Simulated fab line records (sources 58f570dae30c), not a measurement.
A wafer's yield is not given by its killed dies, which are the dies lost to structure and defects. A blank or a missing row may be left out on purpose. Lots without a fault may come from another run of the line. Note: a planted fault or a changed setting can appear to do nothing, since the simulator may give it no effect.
Comparing a struck lot with a sound one :: flow berkeley_cmos170 :: 20 out of 331 route steps
Sound: these wafers, L691.1, L691.4, L691.6. The struck wafers were L698.4, L698.5, L698.6. The cause is named last.
At each step with rows: each side's tool, then ch and its chambers, then its first start. Under that, the readings that differ: sound wafers :: struck wafers :: difference of the means :: sigmas: that difference in standard deviations of wafers without a fault.
alike: same words and numbers on both sides, and readings whose means sit less than 2 such deviations apart. not compared: any withheld reading, any reading some wafer has no value for, any bound like >300 that may hide the same value, and any number with overlapping values for which the record gives no deviation.
The two part at a step that has a row with sigmas, a row that says differs or no value, or rows on one side only. Numbers that have no deviation but don't overlap get no sigmas and don't part them. A reading that every wafer of one side lacks parts them only if that side has two wafers or more.

first, 1 step without rows for these wafers: UCB170_FIELD_WET_ETCH_06 (etches SiO2 in BOE, time 22 s).
UCB170_FIELD_THK_MEAS_90:
  sound on film_metro-02, day 6 04:26; struck on film_metro-04, day 7 13:41
  alike: FIELD_OXIDE_LEFT_1_THK
then, 2 steps without rows for these wafers: UCB170_SACOX_CLEAN_00 (cleans in dHF, time 7.5 s); UCB170_SACOX_OXIDATION_01 (target thk 14.4 nm, ox time 2400 s).
UCB170_SACOX_THK_MEAS_02:
  sound on film_metro-04, day 6 08:12; struck on film_metro-02, day 7 20:14
  alike: SACOX_OXIDE_THK
then, 2 steps without rows for these wafers: UCB170_SCREENOX_WET_ETCH_00 (etches SiO2 in dHF, time 200 s); UCB170_SCREENOX_OXIDATION_01 (target thk 14.4 nm, ox time 2400 s).
UCB170_SCREENOX_THK_MEAS_02:
  sound on film_metro-03, day 6 14:05; struck on film_metro-03, day 8 02:53
reading: SCREENOX_OXIDE_THK (nm)
sound: 14.06 14.23 14.00
struck: 14.77 14.54 14.89
difference: +0.64
sigmas: +2
then, 4 steps without rows for these wafers: UCB170_SCREENOX_ANNEAL_03 (time 900 s); UCB170_NVT_HMDS_00 (prime time 60 s); UCB170_NVT_COAT_01 (resist thk 900 nm); UCB170_NVT_SOFTBAKE_02 (time 60 s).
UCB170_NVT_EXPOSE_03: exposes mask PWELL, target cd 3000 nm.
  sound on krf_scanner-01 ch 0, day 6 23:59; struck on krf_scanner-01 ch 0, day 8 07:17
reading: mask
sound: PWELL#0 PWELL#0 PWELL#0
struck: NWELL#0 NWELL#0 NWELL#0
difference: differs
sigmas: 
  alike: reticle_temp_C
then, 2 steps without rows for these wafers: UCB170_NVT_PEB_04; UCB170_NVT_DEVELOP_05 (develop time 45 s).
UCB170_NVT_OVL_MEAS_06:
  sound on overlay-02, day 7 00:36; struck on overlay-01, day 8 08:22
reading: NVT_OVL (nm)
sound: 3 -4 -3
struck: - - -
difference: no value on the struck wafers
sigmas: 
then, 1 step without rows for these wafers: UCB170_NVT_IMPLANT_07.
UCB170_NVT_STRIP_08: strips in O2.
  sound on plasma_asher-04 ch 1, day 7 00:47; struck on plasma_asher-04 ch 0,1, day 8 08:34
  alike: drypump_motor_current_A, oes_product_au, strip_time_to_endpoint_s
  not compared: rf_hours_counter_h
UCB170_NVT_TW_MEAS_09:
  sound on film_metro-03, day 7 00:53; struck on film_metro-04, day 8 08:53
reading: NVT_TW
sound: 519 517 518
struck: 30 30 30
difference: -488
sigmas: -86
  not compared: hold
UCB170_M3_PROBE_99:
  the record holds rows for the sound wafers here (prober-02, day 9 07:13) but none for the struck ones

== WHERE THEY PART ==
Earliest at UCB170_SCREENOX_THK_MEAS_02; latest, in this record, at UCB170_M3_PROBE_99.

WHY: whatever the simulator had introduced
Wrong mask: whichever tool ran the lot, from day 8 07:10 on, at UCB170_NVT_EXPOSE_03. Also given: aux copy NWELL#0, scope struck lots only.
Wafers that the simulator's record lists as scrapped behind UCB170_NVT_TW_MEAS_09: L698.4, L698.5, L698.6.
